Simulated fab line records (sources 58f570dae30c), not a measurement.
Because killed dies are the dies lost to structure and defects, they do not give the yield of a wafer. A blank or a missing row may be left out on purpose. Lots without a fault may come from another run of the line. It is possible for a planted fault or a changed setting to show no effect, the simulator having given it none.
The tool behind it: which one? :: flow berkeley-cmos170 :: Sampling: 14 lots, 42 wafers, 4 of 331 route steps

## WHAT THE GAUGES SHOWED, per wafer
UCB170_PWELL_THK_MEAS_06.
lot: L587
measured: day 3 02:16
on: film-metro-03
PWELL_NITRIDE_THK (nm): 215.7 216.5 214.0

lot: L588
measured: day 3 21:52
on: film-metro-02
PWELL_NITRIDE_THK (nm): 218.5 216.5 216.5

lot: L589
measured: day 3 21:52
on: film-metro-01
PWELL_NITRIDE_THK (nm): 218.7 220.3 219.9

lot: L590
measured: day 3 21:53
on: film-metro-03
PWELL_NITRIDE_THK (nm): 218.1 218.1 218.7

lot: L591
measured: day 4 09:21
on: film-metro-03
PWELL_NITRIDE_THK (nm): 219.7 218.5 219.5

lot: L594
measured: day 4 21:25
on: film-metro-01
PWELL_NITRIDE_THK (nm): 220.3 222.5 222.7

lot: L593
measured: day 4 21:26
on: film-metro-03
PWELL_NITRIDE_THK (nm): 221.3 221.9 221.6

lot: L596
measured: day 5 11:29
on: film-metro-02
PWELL_NITRIDE_THK (nm): 219.4 220.1 218.5

lot: L600
measured: day 5 21:06
on: film-metro-02
PWELL_NITRIDE_THK (nm): 223.9 221.1 222.5

lot: L603
measured: day 6 06:59
on: film-metro-02
PWELL_NITRIDE_THK (nm): 217.8 217.7 218.5

lot: L605
measured: day 7 00:53
on: film-metro-02
PWELL_NITRIDE_THK (nm): 217.7 215.9 217.8

lot: L608
measured: day 7 10:42
on: film-metro-02
PWELL_NITRIDE_THK (nm): 219.0 218.4 217.5

lot: L609
measured: day 8 01:47
on: film-metro-03
PWELL_NITRIDE_THK (nm): 218.8 220.4 218.2

lot: L610
measured: day 8 01:46
on: film-metro-01
PWELL_NITRIDE_THK (nm): 215.6 216.9 216.4

UCB170_ACTIVE_THK_MEAS_03.
lot: L587
measured: day 4 13:35
on: film-metro-04
ACTIVE_OXIDE_THK (nm): 25.8 26.1 26.0

lot: L588
measured: day 5 00:35
on: film-metro-04
ACTIVE_OXIDE_THK (nm): 26.1 26.0 26.3

lot: L589
measured: day 5 00:35
on: film-metro-01
ACTIVE_OXIDE_THK (nm): 25.6 25.8 25.7

lot: L590
measured: day 5 00:36
on: film-metro-02
ACTIVE_OXIDE_THK (nm): 25.6 25.6 25.9

lot: L591
measured: day 5 11:35
on: film-metro-01
ACTIVE_OXIDE_THK (nm): 26.0 26.3 26.1

lot: L594
measured: day 6 02:28
on: film-metro-02
ACTIVE_OXIDE_THK (nm): 25.8 25.9 26.3

lot: L593
measured: day 6 02:29
on: film-metro-01
ACTIVE_OXIDE_THK (nm): 26.5 26.7 26.8

lot: L596
measured: day 6 17:12
on: film-metro-01
ACTIVE_OXIDE_THK (nm): 26.2 26.4 26.4

lot: L600
measured: day 6 22:06
on: film-metro-04
ACTIVE_OXIDE_THK (nm): 26.2 25.9 25.9

lot: L603
measured: day 7 07:32
on: film-metro-02
ACTIVE_OXIDE_THK (nm): 26.9 26.9 27.0

lot: L605
measured: day 8 01:26
on: film-metro-02
ACTIVE_OXIDE_THK (nm): 26.4 27.0 26.6

lot: L608
measured: day 8 10:17
on: film-metro-01
ACTIVE_OXIDE_THK (nm): 25.8 25.4 25.7

lot: L609
measured: day 9 01:20
on: film-metro-04
ACTIVE_OXIDE_THK (nm): 25.7 25.4 26.0

lot: L610
measured: day 9 01:19
on: film-metro-01
ACTIVE_OXIDE_THK (nm): 25.6 26.0 25.3

UCB170_ACTIVE_OVL_MEAS_14.
lot: L587
measured: day 4 22:40
on: overlay-02
ACTIVE_OVL (nm): 8 6 -3

lot: L588
measured: day 5 09:44
on: overlay-02
ACTIVE_OVL (nm): -7 -11 -6

lot: L589
measured: day 5 10:01
on: overlay-02
ACTIVE_OVL (nm): 5 1 -4

lot: L590
measured: day 5 10:05
on: overlay-01
ACTIVE_OVL (nm): 11 1 10

lot: L591
measured: day 5 21:34
on: overlay-02
ACTIVE_OVL (nm): 0 -5 -11

lot: L594
measured: day 6 10:52
on: overlay-01
ACTIVE_OVL (nm): 11 14 17

lot: L593
measured: day 6 11:06
on: overlay-01
ACTIVE_OVL (nm): 7 2 18

lot: L596
measured: day 7 02:14
on: overlay-01
ACTIVE_OVL (nm): 4 0 0

lot: L600
measured: day 7 06:50
on: overlay-01
ACTIVE_OVL (nm): 8 3 10

lot: L603
measured: day 7 17:02
on: overlay-02
ACTIVE_OVL (nm): -3 4 3

lot: L605
measured: day 8 09:57
on: overlay-02
ACTIVE_OVL (nm): -5 0 2

lot: L608
measured: day 8 20:40
on: overlay-02
ACTIVE_OVL (nm): 7 8 1

lot: L609
measured: day 9 08:35
on: overlay-02
ACTIVE_OVL (nm): 4 3 -1

lot: L610
measured: day 9 08:50
on: overlay-02
ACTIVE_OVL (nm): 6 4 0

## EACH LOT AND THE TOOL THAT RAN IT (in order: tool; ch and the chambers of the sampled wafers; start)
lot: L587
UCB170_NWELL_ETCH_13: rie-diel-01 ch 0,3, day 2 10:05

lot: L588
UCB170_NWELL_ETCH_13: rie-diel-02 ch 1,2, day 2 23:38

lot: L589
UCB170_NWELL_ETCH_13: rie-diel-02 ch 0,1,2, day 3 02:32

lot: L590
UCB170_NWELL_ETCH_13: rie-diel-01 ch 0,1,3, day 3 02:52

lot: L591
UCB170_NWELL_ETCH_13: rie-diel-02 ch 0,1,2, day 3 11:21

lot: L594
UCB170_NWELL_ETCH_13: rie-diel-01 ch 0,1,3, day 4 01:25

lot: L593
UCB170_NWELL_ETCH_13: rie-diel-02 ch 1,2, day 4 01:35

lot: L596
UCB170_NWELL_ETCH_13: rie-diel-03 ch 2,3, day 4 12:36

lot: L600
UCB170_NWELL_ETCH_13: rie-diel-01 ch 1,2, day 5 01:44

lot: L603
UCB170_NWELL_ETCH_13: rie-diel-02 ch 1,2,3, day 5 16:55

lot: L605
UCB170_NWELL_ETCH_13: rie-diel-03 ch 0,1,2, day 6 05:22

lot: L608
UCB170_NWELL_ETCH_13: rie-diel-03 ch 0,1,3, day 6 19:05

lot: L609
UCB170_NWELL_ETCH_13: rie-diel-03 ch 1,2,3, day 7 07:18

lot: L610
UCB170_NWELL_ETCH_13: rie-diel-01 ch 1,2, day 7 07:21
- UCB170_NWELL_ETCH_13: etches Si3N4 in CH3F/Ar/O2, stops on SiO2, target depth 246.4 nm, time 154 s.

## WHAT THE TOOLS THEMSELVES READ (means of the sampled wafers that have a number; where no wafer has one, the mark that the record gives instead)
UCB170_NWELL_ETCH_13.
lot: L587
tool: rie-diel-01
CH3F_flow_sccm (sccm): 20.02
drypump-motor-current-A (A): 5.8
oes-product-au (a.u.): 0.929
run-length-s (s): 182.6
throttle-valve-pct (%): 8.08

lot: L588
tool: rie-diel-02
CH3F_flow_sccm (sccm): 19.98
drypump-motor-current-A (A): 5.5
oes-product-au (a.u.): 0.946
run-length-s (s): 182.3
throttle-valve-pct (%): 8.07

lot: L589
tool: rie-diel-02
CH3F_flow_sccm (sccm): 19.99
drypump-motor-current-A (A): 5.6
oes-product-au (a.u.): 0.939
run-length-s (s): 182.4
throttle-valve-pct (%): 7.98

lot: L590
tool: rie-diel-01
CH3F_flow_sccm (sccm): 19.96
drypump-motor-current-A (A): 5.5
oes-product-au (a.u.): 0.927
run-length-s (s): 182.5
throttle-valve-pct (%): 7.99

lot: L591
tool: rie-diel-02
CH3F_flow_sccm (sccm): 20.04
drypump-motor-current-A (A): 5.6
oes-product-au (a.u.): 0.947
run-length-s (s): 182.2
throttle-valve-pct (%): 7.98

lot: L594
tool: rie-diel-01
CH3F_flow_sccm (sccm): 19.98
drypump-motor-current-A (A): 5.5
oes-product-au (a.u.): 0.994
run-length-s (s): 172.1
throttle-valve-pct (%): 7.99

lot: L593
tool: rie-diel-02
CH3F_flow_sccm (sccm): 20.01
drypump-motor-current-A (A): 5.7
oes-product-au (a.u.): 0.939
run-length-s (s): 182.6
throttle-valve-pct (%): 8.01

lot: L596
tool: rie-diel-03
CH3F_flow_sccm (sccm): 20.04
drypump-motor-current-A (A): 5.6
oes-product-au (a.u.): 0.931
run-length-s (s): 182.0
throttle-valve-pct (%): 8.17

lot: L600
tool: rie-diel-01
CH3F_flow_sccm (sccm): 20.04
drypump-motor-current-A (A): 5.1
oes-product-au (a.u.): 1.003
run-length-s (s): 172.0
throttle-valve-pct (%): 8.05

lot: L603
tool: rie-diel-02
CH3F_flow_sccm (sccm): 20.03
drypump-motor-current-A (A): 5.8
oes-product-au (a.u.): 0.944
run-length-s (s): 182.7
throttle-valve-pct (%): 8.04

lot: L605
tool: rie-diel-03
CH3F_flow_sccm (sccm): 20.00
drypump-motor-current-A (A): 5.8
oes-product-au (a.u.): 0.928
run-length-s (s): 182.1
throttle-valve-pct (%): 8.14

lot: L608
tool: rie-diel-03
CH3F_flow_sccm (sccm): 19.96
drypump-motor-current-A (A): 5.9
oes-product-au (a.u.): 0.937
run-length-s (s): 181.7
throttle-valve-pct (%): 8.09

lot: L609
tool: rie-diel-03
CH3F_flow_sccm (sccm): 20.00
drypump-motor-current-A (A): 5.7
oes-product-au (a.u.): 0.949
run-length-s (s): 181.9
throttle-valve-pct (%): 8.11

lot: L610
tool: rie-diel-01
CH3F_flow_sccm (sccm): 19.98
drypump-motor-current-A (A): 5.1
oes-product-au (a.u.): 0.949
run-length-s (s): 182.5
throttle-valve-pct (%): 8.05

## THE ANSWER, worked out from the rows above alone
Rule: the usual values come from the lots themselves. Put in order of their means at a reading, lots are off if they are a third of the lots or fewer, leave a main group of 4 or more, and stand apart from it by a gap of 3 or more times the standard deviation of the main group's means; of several such gaps the widest counts. A main group is skipped when, at the precision printed for the reading in the tables above, its means are all equal. A lot without any number at a reading at which 4 lots or more have one is off too. Where the step has rows for the other lots, those lots are counted as sound. The gauges are gone through in route order, then the tools' own readings, and for those a lot's mean is taken as printed above. At the first step where some lot is off, the reading lying furthest off is the one used; lots without a number count as furthest.
Off: L594, L600 (UCB170_NWELL_ETCH_13, run-length-s). Mean 182.3 s and standard deviation 0.3 in the main group.
If a tool, at that step or one of the process steps before it, ran each lot that is off and ran no sound lot following the first of them, it fits. Of those tried, none fits.

## WHAT THE SIMULATOR PUT IN
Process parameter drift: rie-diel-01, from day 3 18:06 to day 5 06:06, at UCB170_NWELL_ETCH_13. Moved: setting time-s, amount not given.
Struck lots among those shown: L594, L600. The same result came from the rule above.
